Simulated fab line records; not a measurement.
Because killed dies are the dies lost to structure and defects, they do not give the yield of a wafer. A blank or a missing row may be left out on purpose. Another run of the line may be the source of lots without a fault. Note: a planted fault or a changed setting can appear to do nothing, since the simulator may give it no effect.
fab line records	flow berkeleyCmos170	part 1 of 2: steps 1 to 30 of 41
[record] lots = 5	wafers = 15	lastDay = 13
route steps=331 shown PSD@185 NSD@187 BACKSIDE@199 SDANNEAL@204 PLDD@208 NLDD@209 SILICIDE@210 CONTACT@216
lots with no fault: from the same line, run without faults
startH: the number of hours between the record's first day and the start of the first shown wafer of the lot	waitH: hours since the lot's step before	" the same as in the row above	L1.1+2: one row covering several wafers at once	- value missing, or start not given	* or withheld: withheld	< > ~ a bound
route shown NAME@n: a module of which the file shows steps, and the number in the route of the first	usual: average and standard deviation across the fault-free wafers	same: alike in all rows	chamber/n: place in a boat	sites: per-site readings	_std_site: standard deviation across them	_edge_site: outer sites' mean less inner sites'	radiusMm: how far each site lies from the wafer's centre	mask NAME#n: copy n	behind: tool/chamber where the wafer was last shaped	hold: cause of the lot's hold/its duration in hours/its outcome	device: the n, p or np transistor that did not switch	end of line: the tests these same wafers got at the end of their route	step lacking rows: just its recipe	killed: dies lost to structure and defects at the first sort, not the wafer's yield	map: dies across one wafer; x = killed, . = not, _ = none there
set.NAME: setting as actually run; set.NAME@STEP: the setting as run at that earlier step	model.NAME: the simulator's own value behind a step, which no gauge read
certain route steps with their lots: each step a table, each wafer a row
services: the hour from which a tool's chamber was out of use, counted from the record's first day as startH (under 0 if before that day), plus the number of hours and why
[[steps]]
[step UCB170_PSD_TW_MEAS_10]
[usual] PSD_TW = 2329/17
lot.wafer	tool	chamber	startH	waitH	PSD_TW
L081.3	filmMetro-01	-	200.50	0.1	2334
L081.4	"	-	"	"	2332
L081.5	"	-	"	"	2341
L088.3	filmMetro-04	-	234.68	0.1	2301
L088.4	"	-	"	"	2308
L088.5	"	-	"	"	2306
L093.1	filmMetro-03	-	256.35	0.1	2323
L093.3	"	-	"	"	2329
L093.5	"	-	"	"	2308
L094.2	filmMetro-04	-	274.96	0.1	2315
L094.3	"	-	"	"	2296
L094.4	"	-	"	"	2314
L096.2	filmMetro-01	-	275.16	0.1	2337
L096.3	"	-	"	"	2326
L096.5	"	-	"	"	2334
[step UCB170_PSD_CLEAN_11]
[recipe] chemistry = SPM	tempC = 120	timeS = 600
lot.wafer	tool	chamber	startH	waitH
L081.3+4+5	wetBench-01	2	201.68	1.2
L088.3+4+5	wetBench-02	3	234.72	0.0
L093.1+3+5	wetBench-01	1	256.41	0.1
L094.2+3+4	wetBench-01	0	275.12	0.1
L096.2+3+5	wetBench-01	3	275.32	0.1
[step UCB170_NSD_HMDS_00]
[recipe] primeTimeS = 60	primeTempC = 100
lot.wafer	tool	chamber	startH	waitH
L081.3+4+5	lithoTrack-02	0	202.09	0.2
L088.3+4+5	lithoTrack-04	0	235.19	0.3
L093.1+3+5	lithoTrack-02	0	256.60	0.0
L094.2+3+4	lithoTrack-03	0	275.49	0.2
L096.2+3+5	lithoTrack-04	0	275.88	0.4
[step UCB170_NSD_COAT_01]
[recipe] resist = KrF	spinRpm = 1500	resistThkNm = 900
[usual] spinSpeedRpm = 1500.0/0.95
lot.wafer	tool	chamber	startH	waitH	spinSpeedRpm
L081.3	lithoTrack-02	0	202.24	0.1	1501.8
L081.4	"	0	"	"	1498.9
L081.5	"	0	"	"	1501.3
L088.3	lithoTrack-04	0	235.34	0.1	1500.2
L088.4	"	0	"	"	1499.6
L088.5	"	0	"	"	1500.3
L093.1	lithoTrack-02	0	256.75	0.1	1500.6
L093.3	"	0	"	"	1499.0
L093.5	"	0	"	"	1499.6
L094.2	lithoTrack-03	0	275.64	0.1	1498.6
L094.3	"	0	"	"	1499.0
L094.4	"	0	"	"	1500.5
L096.2	lithoTrack-04	0	276.03	0.1	1500.5
L096.3	"	0	"	"	1499.5
L096.5	"	0	"	"	1502.3
[step UCB170_NSD_SOFTBAKE_02]
[recipe] resist = KrF	tempC = 130	timeS = 60
lot.wafer	tool	chamber	startH	waitH
L081.3+4+5	lithoTrack-02	0	202.39	0.1
L088.3+4+5	lithoTrack-04	0	235.49	0.1
L093.1+3+5	lithoTrack-02	0	256.90	0.1
L094.2+3+4	lithoTrack-03	0	275.79	0.1
L096.2+3+5	lithoTrack-04	0	276.18	0.1
[step UCB170_NSD_EXPOSE_03]
[recipe] maskId = NSELECT_MOD	na = 0.5	sigmaOuter = 0.6	sourceShape = conventional	targetCdNm = 1200	doseMj = 30.67
lot.wafer	tool	chamber	startH	waitH	mask
L081.3+4+5	krfScanner-01	0	202.73	0.3	NSELECT_MOD#0
L088.3+4+5	krfScanner-02	0	235.63	0.1	NSELECT_MOD#0
L093.1+3+5	krfScanner-01	0	257.37	0.4	NSELECT_MOD#0
L094.2+3+4	krfScanner-01	0	276.23	0.4	NSELECT_MOD#0
L096.2+3+5	krfScanner-01	0	276.34	0.1	NSELECT_MOD#0
[step UCB170_NSD_PEB_04]
[recipe] pebTempC = 130	pebTimeS = withheld	resist = KrF
lot.wafer	tool	chamber	startH	waitH
L081.3+4+5	lithoTrack-04	0	202.86	0.1
L088.3+4+5	lithoTrack-04	0	235.76	0.1
L093.1+3+5	lithoTrack-03	0	257.49	0.1
L094.2+3+4	lithoTrack-04	0	276.60	0.4
L096.2+3+5	lithoTrack-04	0	276.88	0.5
[step UCB170_NSD_DEVELOP_05]
[recipe] developer = TMAH	developTimeS = 45	resist = KrF	devTempC = 22.09
lot.wafer	tool	chamber	startH	waitH
L081.3+4+5	lithoTrack-04	0	-	-
L088.3+4+5	lithoTrack-04	0	-	-
L093.1+3+5	lithoTrack-03	0	-	-
L094.2+3+4	lithoTrack-04	0	-	-
L096.2+3+5	lithoTrack-04	0	-	-
[step UCB170_NSD_CD_MEAS_06]
[recipe] targetCdNm = 1200
[usual] cdNm = 1200.1/1.5
lot.wafer	tool	chamber	startH	waitH	cdNm
L081.3	cdSem-02	-	203.12	-	1201.0
L081.4	"	-	"	"	1201.1
L081.5	"	-	"	"	1201.6
L088.3	cdSem-02	-	236.04	-	1198.8
L088.4	"	-	"	"	1200.6
L088.5	"	-	"	"	1199.1
L093.1	cdSem-02	-	257.76	-	1200.1
L093.3	"	-	"	"	1200.6
L093.5	"	-	"	"	1201.3
L094.2	cdSem-02	-	276.87	-	1199.3
L094.3	"	-	"	"	1200.3
L094.4	"	-	"	"	1198.8
L096.2	cdSem-02	-	277.15	-	1200.2
L096.3	"	-	"	"	1201.2
L096.5	"	-	"	"	1200.4
[step UCB170_NSD_OVL_MEAS_07]
[usual] NSD_OVL = 3/4.7
lot.wafer	tool	chamber	startH	waitH	NSD_OVL[nm]
L081.3	overlay-01	-	203.21	0.1	5
L081.4	"	-	"	"	-1
L081.5	"	-	"	"	7
L088.3	overlay-02	-	236.16	0.1	0
L088.4	"	-	"	"	4
L088.5	"	-	"	"	4
L093.1	overlay-01	-	257.88	0.1	3
L093.3	"	-	"	"	-3
L093.5	"	-	"	"	-1
L094.2	overlay-01	-	276.98	0.1	1
L094.3	"	-	"	"	5
L094.4	"	-	"	"	8
L096.2	overlay-02	-	277.25	0.1	5
L096.3	"	-	"	"	7
L096.5	"	-	"	"	3
[step UCB170_NSD_IMPLANT_08]
[recipe] species = P	doseCm2 = 3e+15	energyKev = 40	tiltDeg = 7
[usual] beamEnergyKeV = 40.000/0.011
lot.wafer	tool	chamber	startH	waitH	beamEnergyKeV
L081.3	implanter-01	0	203.29	0.1	40.010
L081.4	"	0	"	"	39.979
L081.5	"	0	"	"	39.986
L088.3	implanter-01	0	236.24	0.1	39.996
L088.4	"	0	"	"	39.989
L088.5	"	0	"	"	39.998
L093.1	implanter-01	0	257.92	0.0	39.997
L093.3	"	0	"	"	40.007
L093.5	"	0	"	"	39.991
L094.2	implanter-01	0	277.03	0.0	40.001
L094.3	"	0	"	"	40.000
L094.4	"	0	"	"	40.005
L096.2	implanter-03	0	277.31	0.0	40.009
L096.3	"	0	"	"	40.004
L096.5	"	0	"	"	40.012
[step UCB170_NSD_STRIP_09]
[recipe] chemistry = O2	powerW = 400	pressureMtorr = 3500	platenTempC = withheld	o2FlowSccm = 400	overashFraction = 0.5
[usual] drypumpMotorCurrentA = 5.5/0.37	oesProductAu = 0.534/0.0051	stripTimeToEndpointS = 35.84/0.068
lot.wafer	tool	chamber	startH	waitH	drypumpMotorCurrentA	oesProductAu	rfHoursCounterH	stripTimeToEndpointS
L081.3	plasmaAsher-01	1	203.42	0.1	5.6	0.532	-	35.72
L081.4	"	0	"	"	5.0	0.533	-	35.68
L081.5	"	1	"	"	5.6	0.529	-	35.69
L088.3	plasmaAsher-01	0	236.37	0.1	5.0	0.530	-	35.88
L088.4	"	1	"	"	5.6	0.542	-	35.90
L088.5	"	1	"	"	5.6	0.535	-	35.86
L093.1	plasmaAsher-04	1	258.07	0.1	5.5	0.538	16	35.77
L093.3	"	1	"	"	5.5	0.537	-	35.70
L093.5	"	1	"	"	5.5	0.528	-	35.81
L094.2	plasmaAsher-04	0	277.16	0.1	6.1	0.527	18	35.88
L094.3	"	1	"	"	5.5	0.528	-	35.91
L094.4	"	0	"	"	6.1	0.532	-	35.86
L096.2	plasmaAsher-03	0	277.43	0.1	5.8	0.535	50	35.89
L096.3	"	0	"	"	5.8	0.535	-	35.82
L096.5	"	1	"	"	5.1	0.530	-	35.86
[step UCB170_NSD_TW_MEAS_10]
[usual] NSD_TW = 4187/31
lot.wafer	tool	chamber	startH	waitH	NSD_TW
L081.3	filmMetro-03	-	203.51	0.1	4203
L081.4	"	-	"	"	4206
L081.5	"	-	"	"	4204
L088.3	filmMetro-04	-	236.46	0.1	4146
L088.4	"	-	"	"	4119
L088.5	"	-	"	"	4150
L093.1	filmMetro-03	-	258.17	0.1	4192
L093.3	"	-	"	"	4184
L093.5	"	-	"	"	4180
L094.2	filmMetro-03	-	277.27	0.1	4189
L094.3	"	-	"	"	4194
L094.4	"	-	"	"	4168
L096.2	filmMetro-04	-	277.54	0.1	4141
L096.3	"	-	"	"	4163
L096.5	"	-	"	"	4165
[step UCB170_NSD_CLEAN_11]
[recipe] chemistry = SPM	tempC = 120	timeS = 600
lot.wafer	tool	chamber	startH	waitH
L081.3+4+5	wetBench-02	0	203.55	0.0
L088.3+4+5	wetBench-04	2	236.50	0.0
L093.1+3+5	wetBench-03	0	258.23	0.1
L094.2+3+4	wetBench-02	1	277.32	0.0
L096.2+3+5	wetBench-03	0	277.59	0.0
[step UCB170_BACKSIDE_HMDS_00]
[recipe] primeTimeS = 60	primeTempC = 100
lot.wafer	tool	chamber	startH	waitH
L081.3+4+5	lithoTrack-03	0	204.19	0.5
L088.3+4+5	lithoTrack-03	0	237.11	0.4
L093.1+3+5	lithoTrack-01	0	258.40	0.0
L094.2+3+4	lithoTrack-01	0	277.76	0.3
L096.2+3+5	lithoTrack-01	0	278.21	0.4
[step UCB170_BACKSIDE_COAT_01]
[recipe] resist = KrF	spinRpm = 1500	resistThkNm = 900
[usual] spinSpeedRpm = 1499.8/1.1
lot.wafer	tool	chamber	startH	waitH	spinSpeedRpm
L081.3	lithoTrack-03	0	204.34	0.1	1499.4
L081.4	"	0	"	"	1499.1
L081.5	"	0	"	"	1501.1
L088.3	lithoTrack-03	0	237.26	0.1	1498.6
L088.4	"	0	"	"	1500.9
L088.5	"	0	"	"	1500.8
L093.1	lithoTrack-01	0	258.55	0.1	1499.1
L093.3	"	0	"	"	1500.3
L093.5	"	0	"	"	1500.1
L094.2	lithoTrack-01	0	277.91	0.1	1499.7
L094.3	"	0	"	"	1498.2
L094.4	"	0	"	"	1498.8
L096.2	lithoTrack-01	0	278.36	0.1	1501.2
L096.3	"	0	"	"	1500.9
L096.5	"	0	"	"	1502.3
[step UCB170_BACKSIDE_SOFTBAKE_02]
[recipe] resist = KrF	tempC = 130	timeS = 60
lot.wafer	tool	chamber	startH	waitH
L081.3+4+5	lithoTrack-03	0	204.49	0.1
L088.3+4+5	lithoTrack-03	0	237.41	0.1
L093.1+3+5	lithoTrack-01	0	258.70	0.1
L094.2+3+4	lithoTrack-01	0	278.06	0.1
L096.2+3+5	lithoTrack-01	0	278.51	0.1
[step UCB170_BACKSIDE_STRIP_03]
[recipe] chemistry = O2	powerW = 400	pressureMtorr = 3500	platenTempC = withheld	o2FlowSccm = 400	overashFraction = 0.5
[usual] drypumpMotorCurrentA = 5.8/0.47	oesProductAu = 0.734/0.0044	stripTimeToEndpointS = 22.01/0.056
lot.wafer	tool	chamber	startH	waitH	drypumpMotorCurrentA	oesProductAu	rfHoursCounterH	stripTimeToEndpointS
L081.3	plasmaAsher-04	1	204.62	0.1	5.5	0.734	-	22.04
L081.4	"	0	"	"	6.1	0.738	-	22.08
L081.5	"	0	"	"	6.0	0.733	-	22.07
L088.3	plasmaAsher-03	0	237.54	0.1	5.8	0.732	-	21.94
L088.4	"	1	"	"	5.1	0.746	-	21.97
L088.5	"	0	"	"	5.8	0.733	-	21.91
L093.1	plasmaAsher-02	1	258.85	0.1	6.1	0.732	53	22.03
L093.3	"	1	"	"	6.1	0.732	-	22.01
L093.5	"	0	"	"	6.7	0.738	-	21.99
L094.2	plasmaAsher-03	1	278.18	0.1	5.1	0.736	51	22.14
L094.3	"	0	"	"	5.8	0.732	-	22.06
L094.4	"	1	"	"	5.1	0.741	-	22.14
L096.2	plasmaAsher-04	0	278.63	0.1	6.1	0.730	18	22.00
L096.3	"	1	"	"	5.6	0.730	-	21.95
L096.5	"	1	"	"	5.6	0.734	-	22.03
[step UCB170_BACKSIDE_CLEAN_04]
[recipe] chemistry = SPM	tempC = 120	timeS = 600
lot.wafer	tool	chamber	startH	waitH
L081.3+4+5	wetBench-01	1	204.69	0.0
L088.3+4+5	wetBench-03	3	239.78	2.2
L093.1+3+5	wetBench-03	2	258.95	0.1
L094.2+3+4	wetBench-03	2	278.28	0.1
L096.2+3+5	wetBench-03	0	278.73	0.1
[step UCB170_SDANNEAL_RTA_00]
[recipe] tempC = 900	timeS = 10	ambient = N2
[usual] lampPowerPct = 21.6/1.4	wafer_temp_C_max = 904.3/1.7
lot.wafer	tool	chamber	startH	waitH	lampPowerPct	wafer_temp_C_max
L081.3	rtpAnneal-02	0	204.90	0.0	22.9	907.4
L081.4	"	0	"	"	22.9	904.9
L081.5	"	0	"	"	22.9	905.4
L088.3	rtpAnneal-02	0	239.98	0.0	22.9	904.8
L088.4	"	0	"	"	22.9	905.8
L088.5	"	0	"	"	22.9	906.9
L093.1	rtpAnneal-01	0	259.13	0.0	20.1	903.1
L093.3	"	0	"	"	20.1	902.8
L093.5	"	0	"	"	20.1	902.6
L094.2	rtpAnneal-01	0	278.47	0.0	20.1	902.4
L094.3	"	0	"	"	20.2	901.8
L094.4	"	0	"	"	20.1	902.2
L096.2	rtpAnneal-02	0	278.92	0.0	22.9	907.1
L096.3	"	0	"	"	22.9	904.8
L096.5	"	0	"	"	22.9	906.8
[step UCB170_SDANNEAL_RTA_01]
[recipe] tempC = 1050	timeS = 5	ambient = N2
[usual] lampPowerPct = 33.4/2.1	wafer_temp_C_max = 1055.2/2
lot.wafer	tool	chamber	startH	waitH	lampPowerPct	wafer_temp_C_max
L081.3	rtpAnneal-02	0	204.97	0.1	35.4	1056.1
L081.4	"	0	"	"	35.4	1057.3
L081.5	"	0	"	"	35.4	1057.6
L088.3	rtpAnneal-02	0	240.04	0.1	35.4	1055.0
L088.4	"	0	"	"	35.4	1055.7
L088.5	"	0	"	"	35.4	1056.5
L093.1	rtpAnneal-01	0	259.19	0.1	31.1	1054.3
L093.3	"	0	"	"	31.1	1052.8
L093.5	"	0	"	"	31.1	1052.7
L094.2	rtpAnneal-01	0	278.53	0.1	31.1	1052.8
L094.3	"	0	"	"	31.0	1052.6
L094.4	"	0	"	"	31.0	1052.8
L096.2	rtpAnneal-02	0	278.98	0.1	35.4	1055.8
L096.3	"	0	"	"	35.3	1055.6
L096.5	"	0	"	"	35.3	1056.2
[step UCB170_SDANNEAL_RS_MEAS_02]
[recipe] thkMeasGauge = four-point-probe
[usual] PSD_RS = 75.53/0.24
lot.wafer	tool	chamber	startH	waitH	PSD_RS[ohm/sq]
L081.3	filmMetro-01	-	205.04	0.1	75.73
L081.4	"	-	"	"	75.82
L081.5	"	-	"	"	75.80
L088.3	filmMetro-04	-	240.12	0.1	75.27
L088.4	"	-	"	"	75.39
L088.5	"	-	"	"	75.20
L093.1	filmMetro-01	-	259.25	0.0	75.43
L093.3	"	-	"	"	75.19
L093.5	"	-	"	"	75.41
L094.2	filmMetro-04	-	278.60	0.1	75.94
L094.3	"	-	"	"	75.86
L094.4	"	-	"	"	75.94
L096.2	filmMetro-03	-	279.05	0.1	75.20
L096.3	"	-	"	"	75.30
L096.5	"	-	"	"	75.35
[step UCB170_SDANNEAL_RS_MEAS_03]
[recipe] thkMeasGauge = four-point-probe
[usual] NSD_RS = 37.24/0.09
lot.wafer	tool	chamber	startH	waitH	NSD_RS[ohm/sq]
L081.3	filmMetro-01	-	205.16	0.1	37.33
L081.4	"	-	"	"	37.11
L081.5	"	-	"	"	37.29
L088.3	filmMetro-04	-	240.24	0.1	37.20
L088.4	"	-	"	"	37.17
L088.5	"	-	"	"	37.25
L093.1	filmMetro-01	-	259.37	0.1	37.01
L093.3	"	-	"	"	37.15
L093.5	"	-	"	"	37.07
L094.2	filmMetro-04	-	278.72	0.1	37.30
L094.3	"	-	"	"	37.19
L094.4	"	-	"	"	37.20
L096.2	filmMetro-03	-	279.17	0.1	37.15
L096.3	"	-	"	"	37.22
L096.5	"	-	"	"	37.27
[step UCB170_SDANNEAL_RS_MEAS_04]
[recipe] thkMeasGauge = four-point-probe
[usual] PLDD_RS = 1030.8/2.6
lot.wafer	tool	chamber	startH	waitH	PLDD_RS[ohm/sq]
L081.3	filmMetro-01	-	205.28	0.1	1026.4
L081.4	"	-	"	"	1028.6
L081.5	"	-	"	"	1026.5
L088.3	filmMetro-04	-	240.36	0.1	1030.4
L088.4	"	-	"	"	1032.3
L088.5	"	-	"	"	1030.8
L093.1	filmMetro-01	-	259.49	0.1	1031.5
L093.3	"	-	"	"	1030.8
L093.5	"	-	"	"	1034.2
L094.2	filmMetro-04	-	278.84	0.1	1032.1
L094.3	"	-	"	"	1032.9
L094.4	"	-	"	"	1029.3
L096.2	filmMetro-03	-	279.29	0.1	1030.2
L096.3	"	-	"	"	1027.7
L096.5	"	-	"	"	1030.6
[step UCB170_SDANNEAL_RS_MEAS_05]
[recipe] thkMeasGauge = four-point-probe
[usual] NLDD_RS = 615.8/1.4
lot.wafer	tool	chamber	startH	waitH	NLDD_RS[ohm/sq]
L081.3	filmMetro-01	-	205.40	0.1	614.0
L081.4	"	-	"	"	614.3
L081.5	"	-	"	"	614.0
L088.3	filmMetro-04	-	240.48	0.1	615.9
L088.4	"	-	"	"	614.4
L088.5	"	-	"	"	615.2
L093.1	filmMetro-01	-	259.61	0.1	615.7
L093.3	"	-	"	"	614.8
L093.5	"	-	"	"	614.7
L094.2	filmMetro-04	-	278.96	0.1	615.6
L094.3	"	-	"	"	617.3
L094.4	"	-	"	"	615.3
L096.2	filmMetro-03	-	279.41	0.1	617.7
L096.3	"	-	"	"	617.2
L096.5	"	-	"	"	618.1
[step UCB170_SILICIDE_PRE_CLEAN_00]
[recipe] gas = Ar	precleanEtchTimeS = 60
[same] precleanEtchTimeS = 60
lot.wafer	tool	chamber	startH	waitH
L081.3+4+5	pvdSputter-03	-	205.48	0.1
L088.3+4+5	pvdSputter-03	-	240.56	0.1
L093.1+3+5	pvdSputter-01	-	259.73	0.1
L094.2+3+4	pvdSputter-01	-	279.06	0.1
L096.2+3+5	pvdSputter-03	-	279.51	0.1
[step UCB170_SILICIDE_SPUTTER_01]
[recipe] material = Ti	targetThkNm = 30	timeS = 25	powerW = 1500	chamberPressurePa = 0.5
[usual] throttleValvePct = 29.8/0.79
lot.wafer	tool	chamber	startH	waitH	throttleValvePct
L081.3	pvdSputter-03	-	205.55	0.0	30.2
L081.4	"	-	"	"	29.9
L081.5	"	-	"	"	29.1
L088.3	pvdSputter-03	-	240.62	0.0	29.4
L088.4	"	-	"	"	30.4
L088.5	"	-	"	"	29.5
L093.1	pvdSputter-01	-	259.80	0.0	29.6
L093.3	"	-	"	"	30.4
L093.5	"	-	"	"	30.5
L094.2	pvdSputter-01	-	279.13	0.0	31.1
L094.3	"	-	"	"	30.6
L094.4	"	-	"	"	28.5
L096.2	pvdSputter-03	-	279.58	0.0	29.6
L096.3	"	-	"	"	30.3
L096.5	"	-	"	"	29.3
[step UCB170_SILICIDE_RS_MEAS_02]
[recipe] thkMeasGauge = four-point-probe	reads = Ti_of_SILICIDE_SPUTTER_01
[usual] SILICIDE_TI_RS = 26.1/0.36
lot.wafer	tool	chamber	startH	waitH	SILICIDE_TI_RS[ohm/sq]
L081.3	filmMetro-02	-	205.62	0.1	26.2
L081.4	"	-	"	"	26.2
L081.5	"	-	"	"	25.4
L088.3	filmMetro-02	-	240.70	0.1	25.4
L088.4	"	-	"	"	25.8
L088.5	"	-	"	"	26.2
L093.1	filmMetro-04	-	259.83	0.0	25.9
L093.3	"	-	"	"	25.7
L093.5	"	-	"	"	25.9
L094.2	filmMetro-04	-	279.20	0.1	25.9
L094.3	"	-	"	"	25.5
L094.4	"	-	"	"	25.7
L096.2	filmMetro-01	-	279.63	0.0	26.4
L096.3	"	-	"	"	26.2
L096.5	"	-	"	"	26.1
[step UCB170_SILICIDE_THK_MEAS_03]
[recipe] thkMeasGauge = xrf	reads = Ti_of_SILICIDE_SPUTTER_01
[usual] SILICIDE_TI_THK = 30.2/0.37
lot.wafer	tool	chamber	startH	waitH	SILICIDE_TI_THK[nm]
L081.3	filmMetro-02	-	205.72	0.1	30.0
L081.4	"	-	"	"	30.1
L081.5	"	-	"	"	30.9
L088.3	filmMetro-02	-	240.80	0.1	31.2
L088.4	"	-	"	"	30.7
L088.5	"	-	"	"	30.2
L093.1	filmMetro-04	-	259.95	0.1	30.3
L093.3	"	-	"	"	30.6
L093.5	"	-	"	"	30.4
L094.2	filmMetro-04	-	279.31	0.1	30.3
L094.3	"	-	"	"	30.7
L094.4	"	-	"	"	30.5
L096.2	filmMetro-01	-	279.74	0.1	30.3
L096.3	"	-	"	"	30.2
L096.5	"	-	"	"	30.5
[step UCB170_SILICIDE_RTA_04]
[recipe] tempC = 650	timeS = 15	ambient = N2
[usual] lampPowerPct = 9.2/0.6	wafer_temp_C_max = 653.0/1.3
lot.wafer	tool	chamber	startH	waitH	lampPowerPct	wafer_temp_C_max
L081.3	rtpAnneal-02	0	205.79	0.1	9.8	655.5
L081.4	"	0	"	"	9.8	655.1
L081.5	"	0	"	"	9.8	653.2
L088.3	rtpAnneal-01	0	240.86	0.1	8.6	651.9
L088.4	"	0	"	"	8.6	651.7
L088.5	"	0	"	"	8.6	651.5
L093.1	rtpAnneal-02	0	260.01	0.1	9.8	654.0
L093.3	"	0	"	"	9.8	655.0
L093.5	"	0	"	"	9.8	654.4
L094.2	rtpAnneal-02	0	279.37	0.1	9.8	653.5
L094.3	"	0	"	"	9.8	653.4
L094.4	"	0	"	"	9.8	653.5
L096.2	rtpAnneal-01	0	279.80	0.1	8.6	651.6
L096.3	"	0	"	"	8.6	652.1
L096.5	"	0	"	"	8.6	652.8
